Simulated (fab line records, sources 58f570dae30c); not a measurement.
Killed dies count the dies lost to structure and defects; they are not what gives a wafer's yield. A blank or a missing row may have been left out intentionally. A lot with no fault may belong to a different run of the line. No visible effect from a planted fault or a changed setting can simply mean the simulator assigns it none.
Split-lot experiment    flow berkeleyCmos170    23 wafers read across 5 lots, on a route 331 steps long

ON THE SPLIT
At UCB170_V2_EXPOSE_09 (exposes mask VIA2, target cd 700 nm), the setting doseMj was moved away from the recipe's 37 on 10 of the 23 wafers read, by -6.6% to -4.0%. All remaining wafers had this setting at the recipe value.

FROM THE SPLIT TO THE READING: what the file shows between them, 5 steps
- UCB170_V2_PEB_10
- UCB170_V2_DEVELOP_11: develop time 45 s
- UCB170_V2_CD_MEAS_12: target cd 700 nm
- UCB170_V2_ETCH_14: etches SiO2 in CHF3/CF4/Ar, stops on Al, target depth 1250 nm, time 291 s
- UCB170_V2_STRIP_15: strips in O2

THE READING
Shown in nm: cdNm at UCB170_V2_CD_MEAS_90, with target cd 700 nm. On this fab line, fault-free wafers typically give 699.3 nm with a standard deviation of 1.2 nm.

wafer   tool, chamber at the split  doseMj as run  against the recipe  cdNm, nm  against lot-mates on the recipe
L074.1  krfScanner-01, 0            37             recipe              701.1     -
L074.3  krfScanner-01, 0            37             recipe              698.6     -
L074.5  krfScanner-01, 0            37             recipe              700.4     -
L078.1  krfScanner-01, 0            37             recipe              702.6     -
L078.2  krfScanner-01, 0            35.11          -5.1%               691.5     -9.9
L078.3  krfScanner-01, 0            35.11          -5.1%               692.9     -8.5
L078.5  krfScanner-01, 0            37             recipe              700.7     -
L078.6  krfScanner-01, 0            37             recipe              701.0     -
L079.1  krfScanner-01, 0            37             recipe              699.8     -
L079.2  krfScanner-01, 0            37             recipe              697.7     -
L079.3  krfScanner-01, 0            37             recipe              699.0     -
L079.4  krfScanner-01, 0            34.55          -6.6%               687.0     -11.8
L079.6  krfScanner-01, 0            34.55          -6.6%               688.1     -10.7
L082.1  krfScanner-01, 0            35.52          -4.0%               693.1     -7.1
L082.2  krfScanner-01, 0            35.52          -4.0%               692.7     -7.5
L082.3  krfScanner-01, 0            37             recipe              701.1     -
L082.4  krfScanner-01, 0            35.52          -4.0%               693.2     -7.0
L082.6  krfScanner-01, 0            37             recipe              699.4     -
L083.1  krfScanner-02, 0            37             recipe              700.4     -
L083.2  krfScanner-02, 0            34.67          -6.3%               687.7     -11.3
L083.3  krfScanner-02, 0            34.67          -6.3%               687.2     -11.8
L083.4  krfScanner-02, 0            34.67          -6.3%               688.0     -11.0
L083.6  krfScanner-02, 0            37             recipe              697.7     -

FIT RESULTS
A straight line over all 23 wafers: cdNm changes by +1.84 nm for each +1% of doseMj; r = +0.97; the points scatter about the line by 1.3 nm.
The same after taking each lot's own level away (the mean of its wafers on the recipe; 23 wafers): +1.78 nm for each +1%; r = +0.99; scatter 0.86 nm.
The reading moves by 12 nm for the largest change in doseMj, on that fit.
Measured against the standard deviation above, the lots' own levels, which go from 698.83 to 701.43 nm, span 2.2 times it.
So the lot-to-lot level changes the slope little: the two slopes agree.
Check: for one of the wafers moved furthest among these (-6.6%), held out of the fit, the line's prediction against its lot-mates is -11.8 nm. Against them it came out at -11.8 nm.

THE WHOLE CHAIN: every reading that the file lists as answering this split, in the file's order
step                  what it does                                                               reading                                                   change (the file's fit)               r (the file's)
UCB170_V2_CD_MEAS_12  target cd 700 nm                                                           cdNm                                                      +1.82 nm for each +1% of the setting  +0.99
UCB170_V2_ETCH_14     etches SiO2 in CHF3/CF4/Ar, stops on Al, target depth 1250 nm, time 291 s  V2.cdNm (the simulator's own value, which no gauge read)  +1.79 nm for each +1% of the setting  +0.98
UCB170_V2_CD_MEAS_90  target cd 700 nm                                                           cdNm                                                      +1.77 nm for each +1% of the setting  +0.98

FILE'S OWN FIT
cdNm changes by +1.77 nm for each +1% of doseMj, r = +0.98.
